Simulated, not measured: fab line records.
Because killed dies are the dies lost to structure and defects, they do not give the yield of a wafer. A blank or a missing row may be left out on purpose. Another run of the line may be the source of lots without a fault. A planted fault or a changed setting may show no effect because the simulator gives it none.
Comparing a struck lot with a sound one    flow ritCmos    19 out of 202 route steps
Sound: the wafers L198.1, L198.3, L198.4. Wafers L216.1, L216.2, L216.6 were the ones struck. Last of all comes the cause.
Per side, at each step with rows, come the tool, then ch with its chambers, and then its first start. Under that, the readings that differ: sound wafers    struck wafers    difference of the means    sigmas: that difference in standard deviations of wafers without a fault.
alike: words and numbers the same on both sides, and readings whose means are apart by under 2 such deviations; not compared: readings that were withheld, readings missing a value for some wafer, numbers with overlapping values and no deviation given by the record, and bounds like >300 which may hide the same value.
Wherever a step has rows on one side only, a row that says differs or no value, or a row with sigmas, the two part there. Numbers that don't overlap but have no deviation are shown without sigmas and don't part them. A reading that every wafer of one side lacks parts them only if that side has two wafers or more.

first, 4 steps without rows for these wafers: RIT_PSD_SOFTBAKE_02 (time 60 s); RIT_PSD_EXPOSE_03 (exposes mask M10, target cd 40900 nm); RIT_PSD_PEB_04; RIT_PSD_DEVELOP_05 (develop time 50 s).
RIT_PSD_OVL_MEAS_06:
  struck on overlay-01, day 7 06:00; sound on overlay-01, day 3 10:55
  alike: PSD_OVL
then, 2 steps without rows for these wafers: RIT_PSD_HARDBAKE_07 (time 60 s); RIT_PSD_IMPLANT_08.
RIT_PSD_STRIP_09: strips in O2, time 180 s.
  sound on plasmaAsher-02 ch 0,1, day 3 11:15; struck on plasmaAsher-02 ch 0,1, day 7 06:20
  alike: drypumpMotorCurrentA
  not compared: rfHoursCounterH
RIT_PSD_TW_MEAS_10:
  struck on filmMetro-03, day 7 06:31; sound on filmMetro-03, day 3 11:26
  alike: PSD_TW
then, 3 steps without rows for these wafers: RIT_SDANNEAL_CLEAN_00 (cleans in SC1, time 600 s); RIT_SDANNEAL_CLEAN_01 (cleans in dHF, time 30 s); RIT_SDANNEAL_CLEAN_02 (cleans in SC2, time 600 s).
RIT_SDANNEAL_RTA_03: time 5 s.
  sound on rtpAnneal-02 ch 0, day 3 11:52; struck on rtpAnneal-02 ch 0, day 7 07:08
  alike: wafer_temp_C_max
RIT_SDANNEAL_RS_MEAS_04: measures by four-point-probe.
  struck on filmMetro-02, day 7 07:11; sound on filmMetro-04, day 3 11:56
reading          sound                 struck             difference  sigmas
PSD_RS (ohm/sq)  115.67 115.64 115.78  98.09 97.99 98.14  -17.62      -61
RIT_SDANNEAL_RS_MEAS_05: measures by four-point-probe.
  struck on filmMetro-02, day 7 07:19; sound on filmMetro-04, day 3 12:03
reading          sound              struck             difference  sigmas
NSD_RS (ohm/sq)  84.47 84.14 84.14  81.27 81.53 81.80  -2.72       -10
RIT_SDANNEAL_RS_MEAS_06: measures by four-point-probe.
  struck on filmMetro-02, day 7 07:26; sound on filmMetro-04, day 3 12:10
reading           sound              struck             difference  sigmas
PLDD_RS (ohm/sq)  178.2 177.7 177.8  162.3 161.9 162.3  -15.7       -33
RIT_SDANNEAL_RS_MEAS_07: measures by four-point-probe.
  struck on filmMetro-02, day 7 07:33; sound on filmMetro-04, day 3 12:17
reading           sound              struck             difference  sigmas
NLDD_RS (ohm/sq)  152.5 152.1 153.0  150.0 150.3 149.7  -2.5        -5
then, 1 step without rows for these wafers: RIT_SILICIDE_WET_ETCH_00 (etches SiO2 in BOE, target depth 14 nm, time 15.47 s).
RIT_M1_PROBE_99:
  struck on prober-02, day 7 15:55; sound on prober-02, day 3 19:20
  alike: killedAtFrontEnd, killedDies, killedOpen, killedShort

WHERE THEY PART
Last at RIT_SDANNEAL_RS_MEAS_07 as far as this record goes, first at RIT_SDANNEAL_RS_MEAS_04. Later steps at which nothing parts them and some readings are alike: RIT_M1_PROBE_99.

WHY: what the simulator had put in
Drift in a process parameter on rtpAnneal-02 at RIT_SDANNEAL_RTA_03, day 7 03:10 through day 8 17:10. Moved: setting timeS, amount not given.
